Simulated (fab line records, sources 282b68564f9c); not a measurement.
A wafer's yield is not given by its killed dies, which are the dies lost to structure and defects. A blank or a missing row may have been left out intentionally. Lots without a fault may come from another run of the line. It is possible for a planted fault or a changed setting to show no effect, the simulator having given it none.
Comparing a struck lot with a sound one / flow rit cmos / 15 out of 202 route steps
Sound: these wafers, L409.1, L409.2, L409.3. The struck wafers were L417.1, L417.3, L417.5. Last of all comes the cause.
At each step with rows: each side's tool, then ch and its chambers, then its first start. Under that, the readings that differ: sound wafers / struck wafers / difference of the means / sigmas: that difference in standard deviations of wafers without a fault.
alike: same words and numbers on both sides, and readings whose means sit less than 2 such deviations apart. not compared: any withheld reading, any reading some wafer has no value for, any bound like >300 that may hide the same value, and any number with overlapping values for which the record gives no deviation.
Wherever a step has rows on one side only, a row that says differs or no value, or a row with sigmas, the two part there. Non-overlapping numbers with no deviation appear without sigmas and do not part them. A reading missing from all wafers of one side parts the sides only when that side holds two or more wafers.

RIT_SILICIDE_RTA_06: time 10 s, ramp up 5 s, ramp down 10 s.
  sound on rtp anneal-01 ch 0, day 3 08:35; struck on rtp anneal-01 ch 0, day 5 02:41
  alike: anneal temp c max, wafer_temp_C_max
RIT_CONTACT_CVD_00: deposits SiO2 from TEOS, target thk 400 nm, time 61 s.
  sound on pecvd-03 ch 0,1,2, day 3 08:39; struck on pecvd-02 ch 0,1, day 5 02:45
  alike: heater power w
RIT_CONTACT_THK_MEAS_01:
  struck on film metro-02, day 5 02:49; sound on film metro-02, day 3 08:42
  alike: CONTACT_TEOS_THK
then, 6 steps without rows for these wafers: RIT_CONTACT_HMDS_02 (prime time 60 s); RIT_CONTACT_COAT_03 (resist thk 1000 nm); RIT_CONTACT_SOFTBAKE_04 (time 60 s); RIT_CONTACT_EXPOSE_05 (exposes mask M11, target cd 1000 nm); RIT_CONTACT_PEB_06; RIT_CONTACT_DEVELOP_07 (develop time 120 s).
RIT_CONTACT_CD_MEAS_08 targets a cd of 1000 nm.
  struck on cd sem-02, day 5 04:00; sound on cd sem-01, day 3 09:51
  alike: cd nm
RIT_CONTACT_OVL_MEAS_09:
  struck on overlay-01, day 5 04:07; sound on overlay-01, day 3 09:58
  alike: CONTACT_OVL
then, 1 step without rows for these wafers: RIT_CONTACT_HARDBAKE_10 (time 60 s).
RIT_CONTACT_ETCH_11: etches SiO2 in CHF3/CF4/Ar, stops on TiSi2, target depth 480 nm, time 320 s.
  sound on rie diel-04 ch 0,2,3, day 3 10:10; struck on rie diel-04 ch 0,1, day 5 04:19
reading=over etch frac; sound=0.2 0.2 0.2; struck=0.22327 0.22327 0.22327; difference=+0.02327; sigmas=
  alike: drypump motor current A, oes product au, throttle valve pct
  not compared: rf hours counter h
RIT_CONTACT_STRIP_12: strips in O2, time 180 s.
  sound on plasma asher-02 ch 0,1, day 3 10:21; struck on plasma asher-03 ch 0,1, day 5 04:30
  alike: drypump motor current A
  not compared: rf hours counter h
RIT_M1_PROBE_99:
  the record has rows for the struck wafers here (prober-01, day 5 09:22) and none for the sound ones

## WHERE THEY PART
RIT_M1_PROBE_99 only, going by this record.

WHY: the cause the simulator had injected
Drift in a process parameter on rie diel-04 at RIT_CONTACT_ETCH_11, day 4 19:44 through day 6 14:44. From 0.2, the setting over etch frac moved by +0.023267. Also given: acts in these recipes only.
